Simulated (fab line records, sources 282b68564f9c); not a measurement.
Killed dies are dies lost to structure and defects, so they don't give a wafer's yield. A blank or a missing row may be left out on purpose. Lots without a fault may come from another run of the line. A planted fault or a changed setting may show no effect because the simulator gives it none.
A struck lot beside a sound one | flow rit_cmos | 43 steps out of a route of 202
Sound: wafers L363.1, L363.3, L363.6. Struck: wafers L370.1, L370.2, L370.4. The cause comes at the end.
At each step with rows: each side's tool, then ch and its chambers, then its first start. Under that, the readings that differ: sound wafers | struck wafers | difference of the means | sigmas: that difference in standard deviations of wafers without a fault.
alike: readings whose means differ by less than 2 such deviations, and words and numbers that are the same on both sides. not compared: withheld readings, readings that some wafer has no value for, bounds like >300 that may hide the same value, and numbers for which the record gives no deviation and whose values overlap.
The two part at a step that has a row with sigmas, a row that says differs or no value, or rows on one side only. Numbers that don't overlap but have no deviation are shown without sigmas and don't part them. A reading that every wafer of one side lacks parts them only if that side has two wafers or more.

first, 5 steps without rows for these wafers: RIT_PSD_COAT_01 (resist thk 1000 nm); RIT_PSD_SOFTBAKE_02 (time 60 s); RIT_PSD_EXPOSE_03 (exposes mask M10, target cd 40900 nm); RIT_PSD_PEB_04; RIT_PSD_DEVELOP_05 (develop time 50 s).
RIT_PSD_OVL_MEAS_06:
  sound on overlay-02, day 3 21:44; struck on overlay-02, day 5 07:26
  alike: PSD_OVL
then, 3 steps without rows for these wafers: RIT_PSD_HARDBAKE_07 (time 60 s); RIT_PSD_IMPLANT_08; RIT_PSD_STRIP_09 (strips in O2, time 180 s).
RIT_PSD_TW_MEAS_10:
  sound on film_metro-01, day 3 22:15; struck on film_metro-02, day 5 07:56
  alike: PSD_TW
then, 2 steps without rows for these wafers: RIT_SDANNEAL_CLEAN_00 (cleans in SC1, time 600 s); RIT_SDANNEAL_CLEAN_01 (cleans in dHF, time 31.35 s).
RIT_SDANNEAL_CLEAN_02: cleans in SC2, time 600 s.
  sound on wet_bench-03 ch 3, day 3 22:30; struck on wet_bench-01 ch 2, day 5 08:11
then, 1 step without rows for these wafers: RIT_SDANNEAL_RTA_03 (time 5 s).
RIT_SDANNEAL_RS_MEAS_04: measures by four-point-probe.
  sound on film_metro-04, day 3 22:44; struck on film_metro-04, day 5 08:26
  reading         | sound                | struck               | difference | sigmas
  PSD_RS (ohm/sq) | 116.07 115.66 116.11 | 116.58 116.48 116.67 | +0.63      | +2
RIT_SDANNEAL_RS_MEAS_05: measures by four-point-probe.
  sound on film_metro-04, day 3 22:51; struck on film_metro-04, day 5 08:33
  alike: NSD_RS
RIT_SDANNEAL_RS_MEAS_06: measures by four-point-probe.
  sound on film_metro-04, day 3 22:58; struck on film_metro-04, day 5 08:40
  reading          | sound             | struck            | difference | sigmas
  PLDD_RS (ohm/sq) | 180.4 180.3 180.7 | 181.8 181.5 181.6 | +1.2       | +2
RIT_SDANNEAL_RS_MEAS_07: measures by four-point-probe.
  sound on film_metro-04, day 3 23:05; struck on film_metro-04, day 5 08:47
  alike: NLDD_RS
then, 2 steps without rows for these wafers: RIT_SILICIDE_WET_ETCH_00 (etches SiO2 in BOE, target depth 14 nm, time 15 s); RIT_SILICIDE_SPUTTER_01 (material Ti, target thk 30 nm, time 240 s).
RIT_SILICIDE_RS_MEAS_02: measures by four-point-probe.
  sound on film_metro-01, day 3 23:22; struck on film_metro-03, day 5 09:04
  alike: SILICIDE_TI_RS
RIT_SILICIDE_THK_MEAS_03: measures by xrf.
  sound on film_metro-01, day 3 23:29; struck on film_metro-03, day 5 09:11
  alike: SILICIDE_TI_THK
RIT_SILICIDE_RTA_04: time 10 s, ramp up 5 s, ramp down 5 s.
  sound on rtp_anneal-02 ch 0, day 3 23:33; struck on rtp_anneal-01 ch 0, day 5 09:15
  alike: wafer_temp_C_max
then, 1 step without rows for these wafers: RIT_SILICIDE_WET_ETCH_05 (etches Ti in SPM, time 120 s).
RIT_SILICIDE_RTA_06: time 10 s, ramp up 5 s, ramp down 10 s.
  sound on rtp_anneal-01 ch 0, day 3 23:40; struck on rtp_anneal-02 ch 0, day 5 09:22
  alike: wafer_temp_C_max
RIT_CONTACT_CVD_00: deposits SiO2 from TEOS, target thk 400 nm, time 63.28 s.
  sound on pecvd-01 ch 1,2, day 3 23:44; struck on pecvd-04 ch 0,1,2, day 5 09:25
  alike: heater_power_w
RIT_CONTACT_THK_MEAS_01:
  sound on film_metro-01, day 3 23:47; struck on film_metro-04, day 5 09:28
  alike: CONTACT_TEOS_THK
then, 6 steps without rows for these wafers: RIT_CONTACT_HMDS_02 (prime time 60 s); RIT_CONTACT_COAT_03 (resist thk 1000 nm); RIT_CONTACT_SOFTBAKE_04 (time 60 s); RIT_CONTACT_EXPOSE_05 (exposes mask M11, target cd 1000 nm); RIT_CONTACT_PEB_06; RIT_CONTACT_DEVELOP_07 (develop time 120 s).
RIT_CONTACT_CD_MEAS_08: target cd 1000 nm.
  sound on cd_sem-01, day 4 00:56; struck on cd_sem-02, day 5 10:30
  alike: cd_nm
RIT_CONTACT_OVL_MEAS_09:
  sound on overlay-02, day 4 01:03; struck on overlay-02, day 5 10:37
  alike: CONTACT_OVL
then, 1 step without rows for these wafers: RIT_CONTACT_HARDBAKE_10 (time 60 s).
RIT_CONTACT_ETCH_11: etches SiO2 in CHF3/CF4/Ar, stops on TiSi2, target depth 480 nm, time 320 s.
  sound on rie_diel-03 ch 0,1,2, day 4 01:14; struck on rie_diel-03 ch 0,1,2, day 5 10:49
  alike: drypump_motor_current_A, oes_product_au, throttle_valve_pct
  not compared: rf_hours_counter_h
RIT_CONTACT_STRIP_12: strips in O2, time 180 s.
  sound on plasma_asher-02 ch 0,1, day 4 01:26; struck on plasma_asher-02 ch 0,1, day 5 11:00
  alike: drypump_motor_current_A
  not compared: rf_hours_counter_h
RIT_CONTACT_CD_MEAS_90: target cd 1000 nm.
  sound on cd_sem-02, day 4 01:37; struck on cd_sem-02, day 5 11:11
  alike: cd_nm
then, 3 steps without rows for these wafers: RIT_CONTACT_CLEAN_13 (cleans in SC1, time 600 s); RIT_CONTACT_CLEAN_14 (cleans in SC2, time 600 s); RIT_M1_SPUTTER_00 (material Al, target thk 400 nm, time 500 s).
RIT_M1_PROBE_99:
  sound on prober-02, day 4 06:27; struck on prober-01, day 5 15:49
  reading             | sound  | struck   | difference | sigmas
  killed_at_front_end | 8 13 5 | 24 31 20 | +16        | +6
  killed_dies         | 9 13 5 | 24 31 20 | +16        | +6
  killed_on_rim       | 3 2 3  | 8 11 10  | +7         | +5
  alike: killed_at_contacts, killed_open, killed_short

WHERE THEY PART
First at RIT_SDANNEAL_RS_MEAS_04; last, within this record, at RIT_M1_PROBE_99.

WHY: what the simulator had put in
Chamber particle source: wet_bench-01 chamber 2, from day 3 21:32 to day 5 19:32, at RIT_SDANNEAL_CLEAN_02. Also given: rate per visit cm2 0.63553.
